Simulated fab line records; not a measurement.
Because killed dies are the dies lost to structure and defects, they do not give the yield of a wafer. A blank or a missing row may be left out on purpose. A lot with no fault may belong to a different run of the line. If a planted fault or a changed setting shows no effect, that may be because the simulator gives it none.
Check for tools in common    flow berkeley_cmos170    13 lots, 39 wafers sampled

== REASON FOR OPENING ==
At UCB170_NVT_OVL_MEAS_06 the reading NVT_OVL is flagged on 3 of 13 lots. Fault-free wafers read 4 nm, with a standard deviation of 5.3.
Rule: a lot is flagged in two cases, either no wafer of it has a number, or all its wafers with numbers fall more than 4 standard deviations from that mean. The rest of the lots are taken to be sound.

lot   measured     on          NVT_OVL (nm), wafer by wafer  flag
L612  day 5 07:31  overlay-02  3 6 7                         
L613  day 5 19:49  overlay-02  5 2 2                         
L614  day 6 10:33  overlay-02  -4 9 4                        
L615  day 6 14:58  overlay-01  -1 -3 -5                      
L616  day 6 15:11  overlay-02  11 5 1                        
L618  day 6 20:19  overlay-02  1 2 12                        
L621  day 7 02:52  overlay-01  983 986 986                   FLAGGED
L620  day 7 03:07  overlay-02  0 -2 -4                       
L624  day 8 00:27  overlay-02  984 984 979                   FLAGGED
L625  day 8 08:57  overlay-01  987 990 991                   FLAGGED
L629  day 8 16:55  overlay-02  3 -6 2                        
L631  day 9 13:44  overlay-01  0 1 4                         
L632  day 9 19:38  overlay-02  -1 2 2                        
On average the flagged lots read 986 nm, which is +982 nm against the usual, or +99 or more standard deviations.

== TOOL THAT RAN EACH LOT ==
3 process steps preceding the reading are held in the record, out of 331 steps in the route. Read each cell as the tool, then ch plus the chambers that the sampled wafers visited, then the start.
lot   flag     UCB170_PWELL_STRIP_16                UCB170_ACTIVE_STRIP_16               UCB170_NVT_EXPOSE_03
L612           plasma_asher-03 ch 1, day 3 01:30    plasma_asher-02 ch 0,1, day 3 23:42  krf_scanner-01 ch 0, day 5 06:43
L613           plasma_asher-03 ch 0,1, day 3 12:12  plasma_asher-02 ch 0,1, day 4 13:16  krf_scanner-02 ch 0, day 5 19:14
L614           plasma_asher-04 ch 0,1, day 3 17:47  plasma_asher-02 ch 0,1, day 4 21:24  krf_scanner-01 ch 0, day 6 10:10
L615           plasma_asher-04 ch 0,1, day 3 21:29  plasma_asher-02 ch 0, day 5 03:41    krf_scanner-01 ch 0, day 6 14:35
L616           plasma_asher-03 ch 0,1, day 3 21:43  plasma_asher-04 ch 1, day 5 03:27    krf_scanner-01 ch 0, day 6 14:43
L618           plasma_asher-04 ch 0,1, day 4 12:00  plasma_asher-01 ch 0,1, day 5 12:02  krf_scanner-01 ch 0, day 6 19:43
L621  FLAGGED  plasma_asher-01 ch 0,1, day 4 20:21  plasma_asher-04 ch 0,1, day 6 00:29  krf_scanner-02 ch 0, day 7 02:19
L620           plasma_asher-01 ch 0,1, day 4 14:19  plasma_asher-02 ch 0,1, day 5 18:16  krf_scanner-01 ch 0, day 7 02:29
L624  FLAGGED  plasma_asher-01 ch 0,1, day 5 10:29  plasma_asher-04 ch 0,1, day 6 20:42  krf_scanner-02 ch 0, day 8 00:04
L625  FLAGGED  plasma_asher-03 ch 0,1, day 5 17:40  plasma_asher-01 ch 0, day 7 04:12    krf_scanner-02 ch 0, day 8 07:44
L629           plasma_asher-04 ch 0,1, day 6 12:48  plasma_asher-04 ch 0,1, day 7 15:29  krf_scanner-01 ch 0, day 8 16:12
L631           plasma_asher-03 ch 0,1, day 7 04:08  plasma_asher-02 ch 0, day 8 05:08    krf_scanner-01 ch 0, day 9 13:21
L632           plasma_asher-01 ch 0,1, day 7 11:34  plasma_asher-01 ch 1, day 8 18:22    krf_scanner-01 ch 0, day 9 19:15
These steps, and what they do:
- UCB170_PWELL_STRIP_16: strips in O2.
- UCB170_ACTIVE_STRIP_16: strips in O2.
- UCB170_NVT_EXPOSE_03: exposes mask PWELL, target cd 3000 nm.
- UCB170_NVT_OVL_MEAS_06

== FLAGGED AGAINST TOTAL, ONE TOOL AT A TIME (gauges that did the reading follow at the end) ==
step                    tool             lots run  flagged  share of the flagged lots  sound lots run after its first flagged lot
UCB170_PWELL_STRIP_16   plasma_asher-01  4         2        some                       1 (L632)
UCB170_PWELL_STRIP_16   plasma_asher-03  5         1        some                       1 (L631)
UCB170_PWELL_STRIP_16   plasma_asher-04  4         0        none                       -
UCB170_ACTIVE_STRIP_16  plasma_asher-01  3         1        some                       1 (L632)
UCB170_ACTIVE_STRIP_16  plasma_asher-02  6         0        none                       -
UCB170_ACTIVE_STRIP_16  plasma_asher-04  4         2        some                       1 (L629)
UCB170_NVT_EXPOSE_03    krf_scanner-01   9         0        none                       -
UCB170_NVT_EXPOSE_03    krf_scanner-02   4         3        all                        0
UCB170_NVT_OVL_MEAS_06  overlay-01       4         2        some                       1 (L631)
UCB170_NVT_OVL_MEAS_06  overlay-02       9         1        some                       2 (L629,L632)

== WHAT THE TABLE PERMITS ==
Rows of the table that ran each flagged lot: 1, that is krf_scanner-02 at UCB170_NVT_EXPOSE_03.
- krf_scanner-02 at UCB170_NVT_EXPOSE_03 ran 4 lots, 3 of them flagged. It ran its last sound lot, L613, at day 5 19:14 and its first flagged lot, L621, at day 7 02:19: a fault with its onset between the two fits.
One tool is left: krf_scanner-02 at UCB170_NVT_EXPOSE_03.

== WHAT THE SIMULATOR HAD PUT IN ==
Scanner matching overlay: krf_scanner-02, from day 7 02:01 on, at UCB170_NVT_EXPOSE_03. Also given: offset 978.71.
Shown lots that were struck: L621, L624, L625. The rule given above showed the same thing.
